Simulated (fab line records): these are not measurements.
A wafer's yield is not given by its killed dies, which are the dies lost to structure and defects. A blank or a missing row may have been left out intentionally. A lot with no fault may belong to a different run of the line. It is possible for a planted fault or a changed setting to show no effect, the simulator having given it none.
A lot that was struck, set against a sound lot + flow berkeleyCmos170 + 13 out of 331 route steps
Sound: wafers L610.1, L610.3, L610.6. Wafers L605.1, L605.2, L605.5 were the ones struck. The cause is given at the end.
Each step with rows lists, per side, the tool, then ch with its chambers, then its first start. Under that, the readings that differ: sound wafers + struck wafers + difference of the means + sigmas: that difference in standard deviations of wafers without a fault.
alike: readings whose means differ by less than 2 such deviations, and words and numbers that are the same on both sides. not compared: withheld readings, readings that some wafer has no value for, bounds like >300 that may hide the same value, and numbers for which the record gives no deviation and whose values overlap.
Wherever a step has rows on one side only, a row that says differs or no value, or a row with sigmas, the two part there. Non-overlapping numbers with no deviation appear without sigmas and do not part them. A reading that every wafer of one side lacks parts them only if that side has two wafers or more.

first, 3 steps without rows for these wafers: UCB170_PWELL_EXPOSE_10 (exposes mask PWELL, target cd 3000 nm); UCB170_PWELL_PEB_11; UCB170_PWELL_DEVELOP_12 (develop time 45 s).
UCB170_PWELL_OVL_MEAS_13:
  sound on overlay-01 at day 5 23:13; struck on overlay-02 at day 4 19:36
  alike: PWELL_OVL
UCB170_PWELL_ETCH_14: etches Si3N4 in CH3F/Ar/O2, stops on SiO2, target depth 242 nm, time 151 s.
  sound on rieDiel-01 ch 1,2, day 5 23:14; struck on rieDiel-01 ch 1,3, day 4 19:38
  alike: drypumpMotorCurrentA, oesProductAu, throttleValvePct
  not compared: rfHoursCounterH
then, 1 step without rows for these wafers: UCB170_PWELL_IMPLANT_15.
UCB170_PWELL_STRIP_16: strips in O2.
  sound on plasmaAsher-02 ch 0,1, day 5 23:29; struck on plasmaAsher-03 ch 0,1, day 4 19:53
  alike: drypumpMotorCurrentA, oesProductAu, stripTimeToEndpointS
  not compared: rfHoursCounterH
UCB170_PWELL_TW_MEAS_17:
  sound on filmMetro-01 at day 5 23:35; struck on filmMetro-03 at day 4 19:59
  alike: PWELL_TW
then, 4 steps without rows for these wafers: UCB170_PWELL_CLEAN_18 (cleans in SPM, time 600 s); UCB170_PWELL_WET_ETCH_19 (etches Si3N4 in H3PO4, time 14400 s); UCB170_PWELL_WET_ETCH_20 (etches SiO2 in BOE, time 22 s); UCB170_WELLDRIVE_CLEAN_00 (cleans in SPM, time 600 s).
UCB170_WELLDRIVE_OXIDATION_01: target thk 199 nm, ox time 9000 s.
  sound on furnace-04 ch 0, day 6 06:33; struck on furnace-04, day 5 01:47
  no value came back on the struck wafers for oxTempC (C), oxTempCMax, spikeTcCentreC (C), zonePowerLoadPct (%); on the sound wafers oxTempC (C) reads 1100.4 1100.0 1100.1

## WHERE THEY PART
Only at UCB170_WELLDRIVE_OXIDATION_01, within this record.

WHY: what had been put in by the simulator
At UCB170_WELLDRIVE_OXIDATION_01, the step was skipped entirely on furnace-04 from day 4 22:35 on. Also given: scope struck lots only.
